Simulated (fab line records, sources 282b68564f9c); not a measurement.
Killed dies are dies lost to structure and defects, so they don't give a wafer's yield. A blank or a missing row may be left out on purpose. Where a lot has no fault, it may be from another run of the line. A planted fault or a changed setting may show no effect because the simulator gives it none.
Check of tool commonality || flow ritCmos || 14 lots and 48 wafers in the sample

REASON IT WAS OPENED
2 of 14 lots carry a flag on the reading M1_AL_RS at RIT_M1_RS_MEAS_01. No-fault wafers: 0.0737 ohm/sq, standard deviation 0.00093.
Rule: a lot is flagged in two cases, either no wafer of it has a number, or all its wafers with numbers fall more than 4 standard deviations from that mean. The other lots count as sound.

{"lot": "L896", "measured": "day 3 08:13", "on": "filmMetro-03", "M1_AL_RS (ohm/sq), wafer by wafer": "0.0727 0.0744 0.0726", "flag": ""}
{"lot": "L899", "measured": "day 3 20:04", "on": "filmMetro-01", "M1_AL_RS (ohm/sq), wafer by wafer": "0.0729 0.0719 0.0716", "flag": ""}
{"lot": "L900", "measured": "day 4 00:32", "on": "filmMetro-02", "M1_AL_RS (ohm/sq), wafer by wafer": "0.0742 0.0733 0.0732", "flag": ""}
{"lot": "L902", "measured": "day 4 11:23", "on": "filmMetro-02", "M1_AL_RS (ohm/sq), wafer by wafer": "0.0741 0.0741 0.0740", "flag": ""}
{"lot": "L903", "measured": "day 4 17:23", "on": "filmMetro-03", "M1_AL_RS (ohm/sq), wafer by wafer": "0.0734 0.0731 0.0736", "flag": ""}
{"lot": "L904", "measured": "day 4 20:32", "on": "filmMetro-02", "M1_AL_RS (ohm/sq), wafer by wafer": "0.0724 0.0737 0.0736", "flag": ""}
{"lot": "L905", "measured": "day 5 01:39", "on": "filmMetro-03", "M1_AL_RS (ohm/sq), wafer by wafer": "0.0752 0.0746 0.0753", "flag": ""}
{"lot": "L907", "measured": "day 5 18:37", "on": "filmMetro-01", "M1_AL_RS (ohm/sq), wafer by wafer": "0.0366 0.0362 0.0360 0.0366 0.0361 0.0361", "flag": "FLAGGED"}
{"lot": "L908", "measured": "day 5 20:41", "on": "filmMetro-01", "M1_AL_RS (ohm/sq), wafer by wafer": "0.0733 0.0740 0.0745", "flag": ""}
{"lot": "L910", "measured": "day 6 04:28", "on": "filmMetro-02", "M1_AL_RS (ohm/sq), wafer by wafer": "0.0741 0.0746 0.0746", "flag": ""}
{"lot": "L912", "measured": "day 6 14:15", "on": "filmMetro-02", "M1_AL_RS (ohm/sq), wafer by wafer": "0.0728 0.0729 0.0727", "flag": ""}
{"lot": "L914", "measured": "day 6 23:39", "on": "filmMetro-01", "M1_AL_RS (ohm/sq), wafer by wafer": "0.0361 0.0370 0.0362 0.0362 0.0369 0.0362", "flag": "FLAGGED"}
{"lot": "L915", "measured": "day 7 05:19", "on": "filmMetro-01", "M1_AL_RS (ohm/sq), wafer by wafer": "0.0753 0.0761 0.0759", "flag": ""}
{"lot": "L916", "measured": "day 7 08:21", "on": "filmMetro-01", "M1_AL_RS (ohm/sq), wafer by wafer": "0.0745 0.0730 0.0731", "flag": ""}
The numbers of the flagged lots are 0.0364 ohm/sq on average: -0.0374 ohm/sq against the usual, or -40 standard deviations.

EACH LOT AND THE TOOL IT RAN ON
The record keeps 1 process step preceding the reading, out of 202 steps on the route. Read each cell as the tool, then ch plus the chambers that the sampled wafers visited, then the start.
{"lot": "L896", "flag": "", "RIT_M1_SPUTTER_00": "pvdSputter-03, day 3 07:53"}
{"lot": "L899", "flag": "", "RIT_M1_SPUTTER_00": "pvdSputter-04, day 3 19:46"}
{"lot": "L900", "flag": "", "RIT_M1_SPUTTER_00": "pvdSputter-03, day 4 00:13"}
{"lot": "L902", "flag": "", "RIT_M1_SPUTTER_00": "pvdSputter-03, day 4 11:04"}
{"lot": "L903", "flag": "", "RIT_M1_SPUTTER_00": "pvdSputter-04, day 4 17:05"}
{"lot": "L904", "flag": "", "RIT_M1_SPUTTER_00": "pvdSputter-03, day 4 20:14"}
{"lot": "L905", "flag": "", "RIT_M1_SPUTTER_00": "pvdSputter-04, day 5 01:22"}
{"lot": "L907", "flag": "FLAGGED", "RIT_M1_SPUTTER_00": "pvdSputter-03, day 5 17:50"}
{"lot": "L908", "flag": "", "RIT_M1_SPUTTER_00": "pvdSputter-02, day 5 20:24"}
{"lot": "L910", "flag": "", "RIT_M1_SPUTTER_00": "pvdSputter-03, day 6 04:08"}
{"lot": "L912", "flag": "", "RIT_M1_SPUTTER_00": "pvdSputter-03, day 6 13:56"}
{"lot": "L914", "flag": "FLAGGED", "RIT_M1_SPUTTER_00": "pvdSputter-03, day 6 22:54"}
{"lot": "L915", "flag": "", "RIT_M1_SPUTTER_00": "pvdSputter-02, day 7 05:00"}
{"lot": "L916", "flag": "", "RIT_M1_SPUTTER_00": "pvdSputter-03, day 7 08:04"}
What the steps here do:
- RIT_M1_SPUTTER_00: material Al, target thk 400 nm, time 500 s.
- RIT_M1_RS_MEAS_01: measures by four-point-probe.

FLAGGED OVER TOTAL, TOOL BY TOOL (the gauges that took the reading come last)
{"step": "RIT_M1_SPUTTER_00", "tool": "pvdSputter-02", "lots run": 2, "flagged": 0, "share of the flagged lots": "none", "sound lots run after its first flagged lot": "-"}
{"step": "RIT_M1_SPUTTER_00", "tool": "pvdSputter-03", "lots run": 9, "flagged": 2, "share of the flagged lots": "all", "sound lots run after its first flagged lot": "3 (L910,L912,L916)"}
{"step": "RIT_M1_SPUTTER_00", "tool": "pvdSputter-04", "lots run": 3, "flagged": 0, "share of the flagged lots": "none", "sound lots run after its first flagged lot": "-"}
{"step": "RIT_M1_RS_MEAS_01", "tool": "filmMetro-01", "lots run": 6, "flagged": 2, "share of the flagged lots": "all", "sound lots run after its first flagged lot": "3 (L908,L915,L916)"}
{"step": "RIT_M1_RS_MEAS_01", "tool": "filmMetro-02", "lots run": 5, "flagged": 0, "share of the flagged lots": "none", "sound lots run after its first flagged lot": "-"}
{"step": "RIT_M1_RS_MEAS_01", "tool": "filmMetro-03", "lots run": 3, "flagged": 0, "share of the flagged lots": "none", "sound lots run after its first flagged lot": "-"}

WHAT THE TABLE PERMITS
Rows of the table that ran all the flagged lots, 2 in number: pvdSputter-03 at RIT_M1_SPUTTER_00; filmMetro-01 at RIT_M1_RS_MEAS_01.
- pvdSputter-03 at RIT_M1_SPUTTER_00: 2 of its 9 lots flagged. After the first flagged lot (L910, L912, L916), sound lots still ran on it; a lasting fault on the whole tool would not permit that.
- filmMetro-01 at RIT_M1_RS_MEAS_01: 2 of its 6 lots flagged. After the first flagged lot (L908, L915, L916), sound lots still ran on it; a lasting fault on the whole tool would not permit that.
Every row of the table either missed a flagged lot or ran a sound lot after the first.

WHAT THE SIMULATOR HAD INSERTED
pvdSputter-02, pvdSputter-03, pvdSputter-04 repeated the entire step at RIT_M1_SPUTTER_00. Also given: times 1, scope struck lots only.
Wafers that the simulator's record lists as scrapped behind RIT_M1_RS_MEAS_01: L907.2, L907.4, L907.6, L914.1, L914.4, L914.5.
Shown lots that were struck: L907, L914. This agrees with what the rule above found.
